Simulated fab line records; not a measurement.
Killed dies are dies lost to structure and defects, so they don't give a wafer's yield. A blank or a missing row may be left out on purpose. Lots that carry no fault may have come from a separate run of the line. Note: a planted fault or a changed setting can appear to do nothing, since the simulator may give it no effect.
fab line records    flow ritCmos
record: lots: 7  wafers: 21  lastDay: 7
route steps=202 shown CONTACT@180 M1@184
lots that met no fault: taken from a fault-free run of the same line
startH: hours from the record's opening day to when the first of the lot's shown wafers began    waitH: hours from the lot's prior step to this one    " identical to the entry in the row above    L1.1+2: one row covering several wafers at once    - no value, or no start given    * or withheld: withheld    < > ~ a bound
route shown NAME@n: a module of which the file shows steps, and the number in the route of the first    usual: mean/standard deviation of fault-free wafers    same: alike in all rows    chamber/n: place in a boat    sites: readings site by site    _std_site: the values' standard deviation    _edge_site: mean of outer sites minus mean of inner sites    radiusMm: how far each site lies from the wafer's centre    mask NAME#n: copy n    behind: the last tool/chamber to shape the wafer    hold: why the lot was held/for how many hours/how that ended    device: which transistor (n, p or np) failed to switch    end of line: the tests these same wafers got at the end of their route    a step without rows: its recipe alone    killed: dies that structure and defects cost at the first sort, which is not the same as the wafer's yield    map: a wafer's dies, x killed, . not, _ none there
set.NAME: the setting as run; set.NAME@STEP: as run at that earlier step    model.NAME: the simulator's own value behind a step, which no gauge read
lots at some steps of the route; a table a step, a row a wafer
services: a tool's chamber out of use, with start hour (startH, from the record's first day; less than 0 if before it), hours out, and reason
== steps ==
step: RIT_CONTACT_STRIP_12
recipe: chemistry: O2  timeS: 180  resist: NOVOLAK  platenTempC: withheld  powerW: 500  pressureMtorr: 4000  o2FlowSccm: 4000
usual: drypumpMotorCurrentA: 5.7/0.48
lot.wafer  tool            chamber  startH  waitH  drypumpMotorCurrentA  rfHoursCounterH
L511.1     plasmaAsher-02  0        81.90   0.1    5.8                   43
L511.4     "               1        "       "      5.8                   -
L511.6     "               1        "       "      5.8                   -
L520.2     plasmaAsher-03  0        131.85  0.1    6.4                   33
L520.5     "               0        "       "      6.4                   -
L520.6     "               1        "       "      5.2                   -
L521.1     plasmaAsher-04  1        132.20  0.1    5.0                   52
L521.2     "               0        "       "      5.5                   52
L521.3     "               1        "       "      5.0                   -
L522.2     plasmaAsher-03  0        138.21  0.1    6.3                   34
L522.5     "               0        "       "      6.4                   -
L522.6     "               1        "       "      5.2                   -
L523.1     plasmaAsher-02  1        148.38  0.1    5.8                   51
L523.3     "               0        "       "      5.8                   -
L523.5     "               1        "       "      5.8                   -
L525.1     plasmaAsher-03  0        156.47  0.1    6.4                   36
L525.3     "               0        "       "      6.3                   -
L525.6     "               1        "       "      5.2                   -
L526.2     plasmaAsher-03  1        160.26  0.2    5.2                   37
L526.3     "               0        "       "      6.3                   -
L526.5     "               1        "       "      5.2                   -
step: RIT_CONTACT_CD_MEAS_90
recipe: targetCdNm: 1000
usual: cdNm: 999.8/2.2
lot.wafer  tool      chamber  startH  waitH  cdNm
L511.1     cdSem-01  -        82.08   0.1    998.1
L511.4     "         -        "       "      996.9
L511.6     "         -        "       "      997.7
L520.2     cdSem-02  -        132.04  0.1    999.1
L520.5     "         -        "       "      999.5
L520.6     "         -        "       "      999.2
L521.1     cdSem-01  -        132.38  0.1    999.0
L521.2     "         -        "       "      999.4
L521.3     "         -        "       "      997.7
L522.2     cdSem-01  -        138.40  0.1    998.7
L522.5     "         -        "       "      1000.0
L522.6     "         -        "       "      998.1
L523.1     cdSem-01  -        148.55  0.1    1001.7
L523.3     "         -        "       "      1004.4
L523.5     "         -        "       "      1001.2
L525.1     cdSem-01  -        156.64  0.1    998.9
L525.3     "         -        "       "      997.1
L525.6     "         -        "       "      998.2
L526.2     cdSem-02  -        160.45  0.1    999.4
L526.3     "         -        "       "      999.7
L526.5     "         -        "       "      998.9
step: RIT_CONTACT_CLEAN_13
recipe: chemistry: SC1  mix: 3:3:50  timeS: 600  tempC: 75
step: RIT_CONTACT_CLEAN_14
recipe: chemistry: SC2  mix: 3:3:50  timeS: 600  tempC: 75  dry: n2Spin
step: RIT_M1_SPUTTER_00
recipe: material: Al  targetThkNm: 400  powerW: 2000  chamberPressurePa: 0.4  gas: Ar  timeS: 500  substrateTempC: 25
usual: throttleValvePct: 30.1/0.71
lot.wafer  tool           chamber  startH  waitH  throttleValvePct
L511.1     pvdSputter-04  -        82.55   0.0    30.1
L511.4     "              -        "       "      30.6
L511.6     "              -        "       "      29.4
L520.2     pvdSputter-02  -        132.51  0.0    31.2
L520.5     "              -        "       "      31.5
L520.6     "              -        "       "      30.1
L521.1     pvdSputter-03  -        132.86  0.0    30.4
L521.2     "              -        "       "      30.1
L521.3     "              -        "       "      28.7
L522.2     pvdSputter-04  -        138.87  0.0    29.6
L522.5     "              -        "       "      29.3
L522.6     "              -        "       "      29.8
L523.1     pvdSputter-02  -        149.09  0.0    29.5
L523.3     "              -        "       "      31.1
L523.5     "              -        "       "      31.4
L525.1     pvdSputter-02  -        157.13  0.0    29.4
L525.3     "              -        "       "      31.6
L525.6     "              -        "       "      31.2
L526.2     pvdSputter-03  -        160.90  0.0    28.9
L526.3     "              -        "       "      30.1
L526.5     "              -        "       "      29.8
step: RIT_M1_RS_MEAS_01
recipe: thkMeasGauge: four-point-probe  reads: Al_of_M1_SPUTTER_00
usual: M1_AL_RS: 0.0736/0.00073
lot.wafer  tool          chamber  startH  waitH  M1_AL_RS[ohm/sq]
L511.1     filmMetro-04  -        82.84   0.1    0.0731
L511.4     "             -        "       "      0.0723
L511.6     "             -        "       "      0.0726
L520.2     filmMetro-04  -        132.82  0.2    0.0739
L520.5     "             -        "       "      0.0738
L520.6     "             -        "       "      0.0746
L521.1     filmMetro-02  -        133.16  0.1    0.0740
L521.2     "             -        "       "      0.0735
L521.3     "             -        "       "      0.0738
L522.2     filmMetro-03  -        139.18  0.2    0.0738
L522.5     "             -        "       "      0.0736
L522.6     "             -        "       "      0.0730
L523.1     filmMetro-02  -        149.38  0.1    0.0742
L523.3     "             -        "       "      0.0746
L523.5     "             -        "       "      0.0742
L525.1     filmMetro-04  -        157.42  0.1    0.0734
L525.3     "             -        "       "      0.0737
L525.6     "             -        "       "      0.0738
L526.2     filmMetro-02  -        161.21  0.2    0.0731
L526.3     "             -        "       "      0.0736
L526.5     "             -        "       "      0.0732
step: RIT_M1_THK_MEAS_02
recipe: thkMeasGauge: xrf  reads: Al_of_M1_SPUTTER_00
usual: M1_AL_THK: 395/4
lot.wafer  tool          chamber  startH  waitH  M1_AL_THK[nm]
L511.1     filmMetro-04  -        82.96   0.1    397
L511.4     "             -        "       "      402
L511.6     "             -        "       "      400
L520.2     filmMetro-04  -        132.93  0.1    398
L520.5     "             -        "       "      393
L520.6     "             -        "       "      387
L521.1     filmMetro-02  -        133.28  0.1    393
L521.2     "             -        "       "      398
L521.3     "             -        "       "      395
L522.2     filmMetro-03  -        139.29  0.1    390
L522.5     "             -        "       "      393
L522.6     "             -        "       "      397
L523.1     filmMetro-02  -        149.50  0.1    393
L523.3     "             -        "       "      392
L523.5     "             -        "       "      392
L525.1     filmMetro-04  -        157.54  0.1    396
L525.3     "             -        "       "      396
L525.6     "             -        "       "      395
L526.2     filmMetro-02  -        161.32  0.1    397
L526.3     "             -        "       "      394
L526.5     "             -        "       "      399
step: RIT_M1_HMDS_03
recipe: primeTimeS: 60  primeTempC: 140
step: RIT_M1_COAT_04
recipe: resist: NOVOLAK  spinRpm: 2000  resistThkNm: 1300
step: RIT_M1_SOFTBAKE_05
recipe: resist: NOVOLAK  tempC: 90  timeS: 60
step: RIT_M1_EXPOSE_06
recipe: maskId: M12  na: 0.6  sourceShape: conventional  sigmaOuter: 0.5  targetCdNm: 2600  doseMj: 245.2
step: RIT_M1_PEB_07
recipe: resist: NOVOLAK  tempC: withheld  timeS: withheld
step: RIT_M1_DEVELOP_08
recipe: resist: NOVOLAK  developTimeS: 68  devTempC: 23
usual: chillPlateTempC: 22.98/0.1  developTimeS: 68/0
lot.wafer  tool           chamber  startH  waitH  chillPlateTempC  developTimeS
L511.1     lithoTrack-01  0        84      -      23.02            68
L511.4     "              0        "       "      23.02            68
L511.6     "              0        "       "      22.90            68
L520.2     lithoTrack-03  -        133     -      -                -
L520.5     "              -        134     -      -                -
L520.6     "              -        "       "      -                -
L521.1     lithoTrack-04  -        134     -      -                -
L521.2     "              -        "       "      -                -
L521.3     "              -        "       "      -                -
L522.2     lithoTrack-01  -        140     -      -                -
L522.5     "              -        "       "      -                -
L522.6     "              -        "       "      -                -
L523.1     lithoTrack-01  0        150     -      22.96            68
L523.3     "              0        "       "      23.12            68
L523.5     "              0        "       "      23.09            68
L525.1     lithoTrack-03  0        158     -      23.11            68
L525.3     "              0        "       "      22.99            68
L525.6     "              0        "       "      23.09            68
L526.2     lithoTrack-03  0        162     -      22.97            68
L526.3     "              0        "       "      22.92            68
L526.5     "              0        "       "      22.89            68
step: RIT_M1_CD_MEAS_09
recipe: targetCdNm: 2600
usual: cdNm: 2601.1/2.1
lot.wafer  tool      chamber  startH  waitH  cdNm
L511.1     cdSem-02  -        84.25   -      2599.1
L511.4     "         -        "       "      2597.3
L511.6     "         -        "       "      2601.0
L520.2     cdSem-02  -        134.12  -      -
L520.5     "         -        "       "      -
L520.6     "         -        "       "      -
L521.1     cdSem-01  -        134.34  -      -
L521.2     "         -        "       "      -
L521.3     "         -        "       "      -
L522.2     cdSem-02  -        140.37  -      -
L522.5     "         -        "       "      -
L522.6     "         -        "       "      -
L523.1     cdSem-02  -        150.66  -      2600.4
L523.3     "         -        "       "      2601.1
L523.5     "         -        "       "      2600.1
L525.1     cdSem-02  -        158.48  -      2600.8
L525.3     "         -        "       "      2599.8
L525.6     "         -        "       "      2601.2
L526.2     cdSem-02  -        162.40  -      2600.2
L526.3     "         -        "       "      2602.1
L526.5     "         -        "       "      2602.7
== services ==
tool            chamber  startH  hours  kind
pvdSputter-04   -        70.36   1.3    repair
plasmaAsher-02  -        109.32  2.8    pm
== key ==
firstSign: step: RIT_M1_DEVELOP_08  reading: toolRecord  direction: missing
effect none on later readings
metAt RIT_M1_DEVELOP_08
struckWafers L520.2,L520.5,L520.6,L521.1,L521.2,L521.3,L522.2,L522.5,L522.6
laterRowsLeftOut L520.2,L520.5,L520.6,L521.1,L521.2,L521.3,L522.2,L522.5,L522.6
sortLeftOut L520.2,L520.5,L520.6,L521.1,L521.2,L521.3,L522.2,L522.5,L522.6
onsetBetween 84 133
fault: kind: skippedStepWhole  tool: lithoTrack-01,lithoTrack-03,lithoTrack-04  chamber: -  onsetH: 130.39  steps: RIT_M1_DEVELOP_08  scope: struckLotsOnly
sortLeftOut: the simulated sort isn't trusted on such a fault, so these wafers' sort isn't shown, and their yield isn't known
laterRowsLeftOut: the simulator's readings of these wafers behind a module that went badly wrong aren't trusted and aren't shown, but for the sort
